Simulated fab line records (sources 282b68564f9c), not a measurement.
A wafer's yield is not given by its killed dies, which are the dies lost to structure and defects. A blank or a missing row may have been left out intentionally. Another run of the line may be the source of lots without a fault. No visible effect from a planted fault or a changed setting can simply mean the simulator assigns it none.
fab line records ; flow rit_cmos
[record] lots = 7; wafers = 21; last_day = 7
route steps=202 shown NSD@138 PSD@142 SDANNEAL@154 M1@202
lots that met no fault: taken from a fault-free run of the same line
start_h: the number of hours between the record's first day and the start of the first shown wafer of the lot ; wait_h: how many hours have passed since the lot's step before this one ; " as in the row above ; L1.1+2: several wafers, shown together as one row ; - either no value or no given start ; * or withheld: withheld ; < > ~ a bound
route shown NAME@n: a module of which the file shows steps, and the number in the route of the first ; usual: the fault-free wafers' mean and standard deviation ; same: alike in all rows ; chamber/n: place in a boat ; sites: each site's reading ; _std_site: their standard deviation ; _edge_site: inner sites' mean taken away from outer sites' mean ; radius_mm: for every site, how far away it sits from the centre of the wafer ; mask NAME#n: copy n ; behind: the most recent tool/chamber to have shaped the wafer ; hold: why the lot was held/for how many hours/how that ended ; device: the n, p or np transistor that did not switch ; end of line: at the end of the route, the tests of the same wafers ; for a step that has no rows: nothing shown but its recipe ; killed: not the wafer's yield, but the dies lost to structure and defects at the first sort ; map: dies across one wafer; x = killed, . = not, _ = none there
set.NAME: the run value of the setting; set.NAME@STEP: its run value at that earlier step ; model.NAME: the simulator's own value behind a step, which no gauge read
lots at selected steps of the route; one table per step, one row per wafer
services: from which hour (start_h, from the record's first day; less than 0 if before it) a tool's chamber was out of use, for how many hours, and why
[[steps]]
[step RIT_NSD_HARDBAKE_07]
[recipe] resist = NOVOLAK; temp_c = 140; time_s = 60
[step RIT_NSD_IMPLANT_08]
[recipe] species = P; energy_kev = 25; dose_cm2 = 1e+15; tilt_deg = 7
[step RIT_NSD_STRIP_09]
[recipe] chemistry = O2; time_s = 180; resist = NOVOLAK; platen_temp_c = withheld; power_w = 500; pressure_mtorr = 4000; o2_flow_sccm = 4000
[usual] drypump_motor_current_A = 5.8/0.3
lot.wafer;tool;chamber;start_h;wait_h;drypump_motor_current_A;rf_hours_counter_h
L132.3;plasma_asher-02;0;72.70;0.1;6.3;-
L132.4;plasma_asher-02;1;72.70;0.1;5.9;-
L132.5;plasma_asher-02;0;72.70;0.1;6.2;-
L137.2;plasma_asher-01;1;97.35;0.1;6.0;45
L137.5;plasma_asher-01;0;97.35;0.1;5.4;-
L137.6;plasma_asher-01;1;97.35;0.1;6.0;-
L142.3;plasma_asher-01;0;121.60;0.1;5.4;-
L142.5;plasma_asher-01;0;121.60;0.1;5.4;-
L142.6;plasma_asher-01;1;121.60;0.1;6.0;-
L143.1;plasma_asher-04;0;126.76;0.1;5.9;51
L143.4;plasma_asher-04;1;126.76;0.1;5.5;-
L143.5;plasma_asher-04;1;126.76;0.1;5.5;-
L144.1;plasma_asher-04;1;133.38;0.1;5.5;52
L144.2;plasma_asher-04;0;133.38;0.1;5.9;52
L144.6;plasma_asher-04;1;133.38;0.1;5.5;-
L145.1;plasma_asher-04;1;138.10;0.1;5.5;52
L145.3;plasma_asher-04;1;138.10;0.1;5.5;-
L145.6;plasma_asher-04;1;138.10;0.1;5.5;-
L150.4;plasma_asher-01;1;164.89;0.1;6.0;-
L150.5;plasma_asher-01;1;164.89;0.1;6.0;-
L150.6;plasma_asher-01;0;164.89;0.1;5.4;-
[step RIT_NSD_TW_MEAS_10]
[usual] NSD_TW = 3118/18
lot.wafer;tool;chamber;start_h;wait_h;NSD_TW
L132.3;film_metro-04;-;72.84;0.1;3114
L132.4;film_metro-04;-;72.84;0.1;3110
L132.5;film_metro-04;-;72.84;0.1;3107
L137.2;film_metro-04;-;97.54;0.1;3116
L137.5;film_metro-04;-;97.54;0.1;3141
L137.6;film_metro-04;-;97.54;0.1;3129
L142.3;film_metro-04;-;121.74;0.1;3109
L142.5;film_metro-04;-;121.74;0.1;3112
L142.6;film_metro-04;-;121.74;0.1;3109
L143.1;film_metro-01;-;126.94;0.1;3137
L143.4;film_metro-01;-;126.94;0.1;3132
L143.5;film_metro-01;-;126.94;0.1;3146
L144.1;film_metro-04;-;133.56;0.1;3117
L144.2;film_metro-04;-;133.56;0.1;3118
L144.6;film_metro-04;-;133.56;0.1;3140
L145.1;film_metro-03;-;138.27;0.1;3092
L145.3;film_metro-03;-;138.27;0.1;3104
L145.6;film_metro-03;-;138.27;0.1;3113
L150.4;film_metro-03;-;165.04;0.1;3077
L150.5;film_metro-03;-;165.04;0.1;3087
L150.6;film_metro-03;-;165.04;0.1;3101
[step RIT_PSD_HMDS_00]
[recipe] prime_time_s = 60; prime_temp_c = 140
[step RIT_PSD_COAT_01]
[recipe] resist = NOVOLAK; spin_rpm = 3250; resist_thk_nm = 1000
[step RIT_PSD_SOFTBAKE_02]
[recipe] resist = NOVOLAK; temp_c = 90; time_s = 60
[step RIT_PSD_EXPOSE_03]
[recipe] mask_id = M10; na = 0.57; target_cd_nm = 40900; dose_mj = 250
[step RIT_PSD_PEB_04]
[recipe] resist = NOVOLAK; temp_c = withheld; time_s = withheld
[step RIT_PSD_DEVELOP_05]
[recipe] resist = NOVOLAK; develop_time_s = 50; dev_temp_c = 23
[step RIT_PSD_OVL_MEAS_06]
[usual] PSD_OVL = 0.5/1.5
lot.wafer;tool;chamber;start_h;wait_h;PSD_OVL[nm]
L132.3;overlay-01;-;73.74;-;-1.8
L132.4;overlay-01;-;73.74;-;-0.6
L132.5;overlay-01;-;73.74;-;-1.7
L137.2;overlay-01;-;98.57;-;2.0
L137.5;overlay-01;-;98.57;-;2.3
L137.6;overlay-01;-;98.57;-;2.0
L142.3;overlay-02;-;122.89;-;2.4
L142.5;overlay-02;-;122.89;-;0.3
L142.6;overlay-02;-;122.89;-;1.7
L143.1;overlay-01;-;127.97;-;0.0
L143.4;overlay-01;-;127.97;-;1.4
L143.5;overlay-01;-;127.97;-;1.5
L144.1;overlay-01;-;134.47;-;0.3
L144.2;overlay-01;-;134.47;-;-0.8
L144.6;overlay-01;-;134.47;-;-0.4
L145.1;overlay-01;-;139.18;-;3.5
L145.3;overlay-01;-;139.18;-;3.0
L145.6;overlay-01;-;139.18;-;1.6
L150.4;overlay-01;-;166.12;-;-0.3
L150.5;overlay-01;-;166.12;-;0.4
L150.6;overlay-01;-;166.12;-;0.2
[step RIT_PSD_HARDBAKE_07]
[recipe] resist = NOVOLAK; temp_c = 140; time_s = 60
[step RIT_PSD_IMPLANT_08]
[recipe] species = BF2; energy_kev = 27; dose_cm2 = 5e+15; tilt_deg = 7
[usual] beam_energy_keV = 27.001/0.0075
lot.wafer;tool;chamber;start_h;wait_h;beam_energy_keV;model.implant.rp_nm;model.implant.drp_nm
L132.3;implanter-01;0;73.97;0.1;26.994;22.49;12.05
L132.4;implanter-01;0;73.97;0.1;26.995;22.49;12.05
L132.5;implanter-01;0;73.97;0.1;27.000;22.49;12.05
L137.2;implanter-03;0;98.77;0.1;26.998;22.39;12.05
L137.5;implanter-03;0;98.77;0.1;27.003;22.39;12.05
L137.6;implanter-03;0;98.77;0.1;27.007;22.39;12.05
L142.3;implanter-03;0;123.11;0.1;26.983;22.48;12.05
L142.5;implanter-03;0;123.11;0.1;26.991;22.48;12.05
L142.6;implanter-03;0;123.11;0.1;26.993;22.48;12.05
L143.1;implanter-01;0;128.16;0.1;30.508;24.26;13.13
L143.4;implanter-01;0;128.16;0.1;30.529;24.26;13.13
L143.5;implanter-01;0;128.16;0.1;30.511;24.26;13.13
L144.1;implanter-01;0;134.65;0.1;30.519;24;13.13
L144.2;implanter-01;0;134.65;0.1;30.515;24;13.13
L144.6;implanter-01;0;134.65;0.1;30.513;24;13.13
L145.1;implanter-01;0;139.45;0.1;30.502;24.21;13.13
L145.3;implanter-01;0;139.45;0.1;30.519;24.21;13.13
L145.6;implanter-01;0;139.45;0.1;30.523;24.21;13.13
L150.4;implanter-03;0;166.49;0.1;27.002;20.83;12.05
L150.5;implanter-03;0;166.49;0.1;26.992;20.83;12.05
L150.6;implanter-03;0;166.49;0.1;27.012;20.83;12.05
[step RIT_PSD_STRIP_09]
[recipe] chemistry = O2; time_s = 180; resist = NOVOLAK; platen_temp_c = withheld; power_w = 500; pressure_mtorr = 4000; o2_flow_sccm = 4000
[usual] drypump_motor_current_A = 5.62/0.29
lot.wafer;tool;chamber;start_h;wait_h;drypump_motor_current_A;rf_hours_counter_h
L132.3;plasma_asher-04;1;74.12;0.1;5.51;-
L132.4;plasma_asher-04;0;74.12;0.1;5.86;-
L132.5;plasma_asher-04;0;74.12;0.1;5.87;-
L137.2;plasma_asher-03;1;98.90;0.1;5.48;47
L137.5;plasma_asher-03;1;98.90;0.1;5.46;-
L137.6;plasma_asher-03;0;98.90;0.1;5.22;-
L142.3;plasma_asher-03;1;123.27;0.1;5.45;-
L142.5;plasma_asher-03;1;123.27;0.1;5.46;-
L142.6;plasma_asher-03;0;123.27;0.1;5.22;-
L143.1;plasma_asher-04;1;128.31;0.1;5.50;51
L143.4;plasma_asher-04;0;128.31;0.1;5.87;-
L143.5;plasma_asher-04;1;128.31;0.1;5.52;-
L144.1;plasma_asher-04;0;134.80;0.1;5.89;52
L144.2;plasma_asher-04;1;134.80;0.1;5.52;52
L144.6;plasma_asher-04;0;134.80;0.1;5.89;-
L145.1;plasma_asher-03;1;139.60;0.1;5.44;51
L145.3;plasma_asher-03;1;139.60;0.1;5.43;-
L145.6;plasma_asher-03;1;139.60;0.1;5.46;-
L150.4;plasma_asher-01;1;166.62;0.1;6.04;-
L150.5;plasma_asher-01;0;166.62;0.1;5.39;-
L150.6;plasma_asher-01;1;166.62;0.1;6.02;-
[step RIT_PSD_TW_MEAS_10]
[usual] PSD_TW = 3427/20
lot.wafer;tool;chamber;start_h;wait_h;hold;PSD_TW
L132.3;film_metro-04;-;74.26;0.1;-;3411
L132.4;film_metro-04;-;74.26;0.1;-;3397
L132.5;film_metro-04;-;74.26;0.1;-;3436
L137.2;film_metro-01;-;99.08;0.1;-;3463
L137.5;film_metro-01;-;99.08;0.1;-;3457
L137.6;film_metro-01;-;99.08;0.1;-;3447
L142.3;film_metro-01;-;123.41;0.1;-;3437
L142.5;film_metro-01;-;123.41;0.1;-;3440
L142.6;film_metro-01;-;123.41;0.1;-;3454
L143.1;film_metro-01;-;128.48;0.1;await_dispo/0.2h/release;3541
L143.4;film_metro-01;-;128.48;0.1;await_dispo/0.2h/release;3537
L143.5;film_metro-01;-;128.48;0.1;await_dispo/0.2h/release;3566
L143.1;film_metro-01;-;128.71;0.2;-;3570
L143.4;film_metro-01;-;128.71;0.2;-;3555
L143.5;film_metro-01;-;128.71;0.2;-;3543
L144.1;film_metro-01;-;134.98;0.1;await_dispo/0.2h/release;3549
L144.2;film_metro-01;-;134.98;0.1;await_dispo/0.2h/release;3526
L144.6;film_metro-01;-;134.98;0.1;await_dispo/0.2h/release;3542
L144.1;film_metro-01;-;135.21;0.2;-;3527
L144.2;film_metro-01;-;135.21;0.2;-;3545
L144.6;film_metro-01;-;135.21;0.2;-;3553
L145.1;film_metro-03;-;139.78;0.1;await_dispo/0.2h/release;3530
L145.3;film_metro-03;-;139.78;0.1;await_dispo/0.2h/release;3519
L145.6;film_metro-03;-;139.78;0.1;await_dispo/0.2h/release;3501
L145.1;film_metro-03;-;140.00;0.2;-;3505
L145.3;film_metro-03;-;140.00;0.2;-;3511
L145.6;film_metro-03;-;140.00;0.2;-;3527
L150.4;film_metro-01;-;166.77;0.1;-;3440
L150.5;film_metro-01;-;166.77;0.1;-;3436
L150.6;film_metro-01;-;166.77;0.1;-;3436
[step RIT_SDANNEAL_CLEAN_01]
[recipe] chemistry = dHF; dilution = 50:1; time_s = 30
[step RIT_SDANNEAL_CLEAN_02]
[recipe] chemistry = SC2; mix = 3:3:50; time_s = 600; temp_c = 75; dry = n2_spin
[step RIT_SDANNEAL_RTA_03]
[recipe] temp_c = 1050; time_s = 5; idle_temp_c = 600; ramp_up_c_per_s = 342; ramp_down_c_per_s = 171; cool_to_c = 600; ambient = N2
[usual] wafer_temp_C_max = 1053.5/1.1
lot.wafer;tool;chamber;start_h;wait_h;wafer_temp_C_max
L132.3;rtp_anneal-02;0;74.69;0.0;1053.7
L132.4;rtp_anneal-02;0;74.69;0.0;1053.8
L132.5;rtp_anneal-02;0;74.69;0.0;1054.1
L137.2;rtp_anneal-01;0;99.51;0.0;1053.8
L137.5;rtp_anneal-01;0;99.51;0.0;1052.0
L137.6;rtp_anneal-01;0;99.51;0.0;1052.1
L142.3;rtp_anneal-02;0;123.88;0.0;1053.4
L142.5;rtp_anneal-02;0;123.88;0.0;1055.4
L142.6;rtp_anneal-02;0;123.88;0.0;1054.7
L143.1;rtp_anneal-01;0;130.81;0.0;1053.5
L143.4;rtp_anneal-01;0;130.81;0.0;1054.2
L143.5;rtp_anneal-01;0;130.81;0.0;1051.8
L144.1;rtp_anneal-02;0;140.76;0.0;1052.6
L144.2;rtp_anneal-02;0;140.76;0.0;1052.2
L144.6;rtp_anneal-02;0;140.76;0.0;1054.1
L145.1;rtp_anneal-01;0;141.97;0.0;1052.2
L145.3;rtp_anneal-01;0;141.97;0.0;1054.1
L145.6;rtp_anneal-01;0;141.97;0.0;1056.4
L150.4;rtp_anneal-02;0;167.21;0.0;1053.7
L150.5;rtp_anneal-02;0;167.21;0.0;1054.1
L150.6;rtp_anneal-02;0;167.21;0.0;1053.6
[step RIT_SDANNEAL_RS_MEAS_04]
[recipe] thk_meas_gauge = four-point-probe
[usual] PSD_RS = 115.9/0.36
lot.wafer;tool;chamber;start_h;wait_h;hold;PSD_RS[ohm/sq]
L132.3;film_metro-01;-;74.77;0.1;-;115.7
L132.4;film_metro-01;-;74.77;0.1;-;115.7
L132.5;film_metro-01;-;74.77;0.1;-;115.4
L137.2;film_metro-04;-;99.58;0.1;-;115.8
L137.5;film_metro-04;-;99.58;0.1;-;115.8
L137.6;film_metro-04;-;99.58;0.1;-;116.1
L142.3;film_metro-01;-;123.96;0.1;-;115.4
L142.5;film_metro-01;-;123.96;0.1;-;115.2
L142.6;film_metro-01;-;123.96;0.1;-;115.3
L143.1;film_metro-01;-;131.02;0.2;await_dispo/0.2h/release;108.6
L143.4;film_metro-01;-;131.02;0.2;await_dispo/0.2h/release;108.6
L143.5;film_metro-01;-;131.02;0.2;await_dispo/0.2h/release;108.6
L143.1;film_metro-01;-;131.31;0.3;-;108.8
L143.4;film_metro-01;-;131.31;0.3;-;108.5
L143.5;film_metro-01;-;131.31;0.3;-;108.6
L144.1;film_metro-03;-;140.82;0.0;await_dispo/0.2h/release;108.7
L144.2;film_metro-03;-;140.82;0.0;await_dispo/0.2h/release;108.5
L144.6;film_metro-03;-;140.82;0.0;await_dispo/0.2h/release;108.0
L144.1;film_metro-03;-;141.11;0.3;-;108.1
L144.2;film_metro-03;-;141.11;0.3;-;108.2
L144.6;film_metro-03;-;141.11;0.3;-;108.2
L145.1;film_metro-03;-;142.03;0.0;await_dispo/0.2h/release;108.8
L145.3;film_metro-03;-;142.03;0.0;await_dispo/0.2h/release;108.5
L145.6;film_metro-03;-;142.03;0.0;await_dispo/0.2h/release;109.0
L145.1;film_metro-03;-;142.32;0.3;-;108.7
L145.3;film_metro-03;-;142.32;0.3;-;108.9
L145.6;film_metro-03;-;142.32;0.3;-;108.9
L150.4;film_metro-04;-;167.30;0.1;-;116.3
L150.5;film_metro-04;-;167.30;0.1;-;116.5
L150.6;film_metro-04;-;167.30;0.1;-;116.5
[step RIT_SDANNEAL_RS_MEAS_05]
[recipe] thk_meas_gauge = four-point-probe
[usual] NSD_RS = 84.5/0.34
lot.wafer;tool;chamber;start_h;wait_h;hold;NSD_RS[ohm/sq]
L132.3;film_metro-01;-;74.89;0.1;-;83.9
L132.4;film_metro-01;-;74.89;0.1;-;84.1
L132.5;film_metro-01;-;74.89;0.1;-;84.3
L137.2;film_metro-04;-;99.70;0.1;-;84.7
L137.5;film_metro-04;-;99.70;0.1;-;84.5
L137.6;film_metro-04;-;99.70;0.1;-;84.6
L142.3;film_metro-01;-;124.08;0.1;-;84.3
L142.5;film_metro-01;-;124.08;0.1;-;84.3
L142.6;film_metro-01;-;124.08;0.1;-;84.4
L143.1;film_metro-01;-;136.75;5.4;await_dispo/5.3h/release;83.5
L143.4;film_metro-01;-;136.75;5.4;await_dispo/5.3h/release;84.0
L143.5;film_metro-01;-;136.75;5.4;await_dispo/5.3h/release;83.9
L144.1;film_metro-03;-;142.14;1.0;await_dispo/0.9h/release;84.3
L144.2;film_metro-03;-;142.14;1.0;await_dispo/0.9h/release;84.4
L144.6;film_metro-03;-;142.14;1.0;await_dispo/0.9h/release;84.5
L145.1;film_metro-03;-;144.81;2.5;await_dispo/2.4h/release;84.5
L145.3;film_metro-03;-;144.81;2.5;await_dispo/2.4h/release;84.6
L145.6;film_metro-03;-;144.81;2.5;await_dispo/2.4h/release;84.7
L150.4;film_metro-04;-;167.42;0.1;-;85.0
L150.5;film_metro-04;-;167.42;0.1;-;84.8
L150.6;film_metro-04;-;167.42;0.1;-;84.8
[step RIT_M1_PROBE_99]
[usual] killed_at_front_end = 7/3; killed_dies = 7/3.1; killed_open = 3.4/2.1; killed_short = 3.2/1.9
[same] gross_dies = 264; killed_at_M0_to_M3 = 0; killed_at_M4_up = 0; killed_at_back_side = 0; killed_at_contacts = 0; killed_at_other = 0
lot.wafer;tool;chamber;start_h;wait_h;killed_at_front_end;killed_dies;killed_open;killed_short
L132.3;prober-01;-;82.22;0.2;6;6;3;3
L132.4;prober-01;-;82.27;0.2;4;4;3;1
L132.5;prober-01;-;82.32;0.2;3;3;1;2
L142.3;prober-01;-;131.39;0.2;1;1;1;0
L142.5;prober-01;-;131.49;0.2;4;4;2;2
L142.6;prober-01;-;131.54;0.2;5;5;3;2
L143.1;prober-02;-;144.04;0.1;6;6;4;2
L143.4;prober-02;-;144.19;0.2;5;5;2;3
L143.5;prober-02;-;144.24;0.2;9;9;7;2
L144.1;prober-01;-;149.32;0.1;6;6;3;3
L144.2;prober-01;-;149.37;0.1;7;7;2;5
L144.6;prober-01;-;149.57;0.2;6;6;3;3
L145.1;prober-02;-;152.78;0.1;11;11;5;6
L145.3;prober-02;-;152.88;0.2;10;10;9;1
L145.6;prober-02;-;153.03;0.2;4;4;4;0
L150.4;prober-01;-;175.24;0.2;7;7;3;4
L150.5;prober-01;-;175.29;0.2;6;6;4;2
L150.6;prober-01;-;175.34;0.2;3;3;1;2
// killed by level:class
L132.3 GATE:geometric_particle:short=2 FOX1:geometric_particle:short=1 FOX1:geometric_particle:open=1 FOX2:geometric_particle:open=1 REOX:geometric_particle:open=1
L132.4 FOX1:geometric_particle:open=1 GATE:geometric_particle:open=1 GATE:geometric_particle:short=1 SILICIDE:geometric_particle:open=1
L132.5 GATE:geometric_particle:open=1 GATE:geometric_particle:short=1 REOX:geometric_particle:short=1
L142.3 SILICIDE:geometric_particle:open=1
L142.5 GATE:geometric_particle:open=2 REOX:geometric_particle:short=1 SPACER:geometric_particle:short=1
L142.6 FOX1:geometric_particle:open=1 GATE:geometric_particle:short=1 GATE:geometric_particle:open=1 SPACER:geometric_particle:open=1 SPACER:geometric_particle:short=1
L143.1 FOX1:geometric_particle:open=2 GATE:geometric_particle:open=2 FOX1:geometric_particle:short=1 SILICIDE:geometric_particle:short=1
L143.4 SILICIDE:geometric_particle:short=2 REOX:geometric_particle:open=1 SPACER:geometric_particle:open=1 SPACER:geometric_particle:short=1
L143.5 FOX1:geometric_particle:open=3 REOX:geometric_particle:open=2 SPACER:geometric_particle:short=2 GATE:geometric_particle:open=1 SPACER:geometric_particle:open=1
L144.1 REOX:geometric_particle:short=2 FOX1:geometric_particle:open=1 GATE:geometric_particle:open=1 GATE:geometric_particle:short=1 REOX:geometric_particle:open=1
L144.2 REOX:geometric_particle:short=3 FOX1:geometric_particle:short=1 REOX:geometric_particle:open=1 SPACER:geometric_particle:short=1 SILICIDE:geometric_particle:open=1
L144.6 REOX:geometric_particle:short=2 GATE:geometric_particle:short=1 GATE:geometric_particle:open=1 REOX:geometric_particle:open=1 SILICIDE:geometric_particle:open=1
L145.1 GATE:geometric_particle:open=3 SPACER:geometric_particle:short=2 SILICIDE:geometric_particle:short=2 FOX1:geometric_particle:open=1 FOX1:geometric_particle:short=1 REOX:geometric_particle:short=1 SPACER:geometric_particle:open=1
L145.3 FOX1:geometric_particle:open=3 REOX:geometric_particle:open=3 GATE:geometric_particle:open=2 REOX:geometric_particle:short=1 SILICIDE:geometric_particle:open=1
L145.6 SILICIDE:geometric_particle:open=2 GATE:geometric_particle:open=1 SPACER:geometric_particle:open=1
L150.4 FOX1:geometric_particle:open=1 FOX2:geometric_particle:short=1 GATE:geometric_particle:open=1 GATE:geometric_particle:short=1 REOX:geometric_particle:open=1 SPACER:geometric_particle:short=1 SILICIDE:geometric_particle:short=1
L150.5 FOX2:geometric_particle:open=2 GATE:geometric_particle:short=2 GATE:geometric_particle:open=1 SPACER:geometric_particle:open=1
L150.6 FOX2:geometric_particle:short=1 SPACER:geometric_particle:open=1 SPACER:geometric_particle:short=1
[[services]]
tool;chamber;start_h;hours;kind
implanter-01;-;49.39;4.1;repair
plasma_asher-04;-;71.49;0.9;repair
implanter-03;-;84.88;6.5;repair
rtp_anneal-01;-;101.77;5.2;pm
plasma_asher-01;-;108.75;9.0;pm
plasma_asher-01;0;108.75;9.0;vent_cycle
plasma_asher-01;1;108.75;9.0;vent_cycle
plasma_asher-03;-;114.87;0.8;repair
plasma_asher-01;0;117.75;-;clean
plasma_asher-01;1;117.75;-;clean
plasma_asher-02;-;153.84;2.0;repair
plasma_asher-01;-;161.47;3.1;repair
[[key]]
[first_sign] step = RIT_PSD_IMPLANT_08; reading = beam_energy_keV; direction = up; sigmas = 99+; usual = 27.001; struck = 30.515
[effect] step = RIT_PSD_TW_MEAS_10; reading = visit; direction = added
[effect] step = RIT_PSD_TW_MEAS_10; reading = PSD_TW; direction = up; sigmas = 5.3; usual = 3427; struck = 3535
[effect] step = RIT_SDANNEAL_RS_MEAS_04; reading = visit; direction = added
[effect] step = RIT_SDANNEAL_RS_MEAS_04; reading = PSD_RS; direction = down; sigmas = 20; usual = 115.9; struck = 108.6
[model_effect] step = RIT_PSD_IMPLANT_08; value = implant.rp_nm; without = 21.9; struck = 24.15
met_at RIT_PSD_IMPLANT_08
struck_wafers L143.1,L143.4,L143.5,L144.1,L144.2,L144.6,L145.1,L145.3,L145.6
tester_left_out L143,L144,L145
onset_between 73.97 128.16
[fault] kind = process_parameter_drift; tool = implanter-01; chamber = -; onset_h = 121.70; steps = RIT_PSD_IMPLANT_08; channel = energy_kev; offset = 3.51; shape = step; end_h = 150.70; acts_in = these_recipes_only; stated = 27
// tester_left_out: of these lots the tester's yield and bins aren't shown, on N5 and GAA mostly nor the transistor test; their killed dies are dies lost to structure and defects alone, not to doping, threshold or leakage, so they don't give the yield
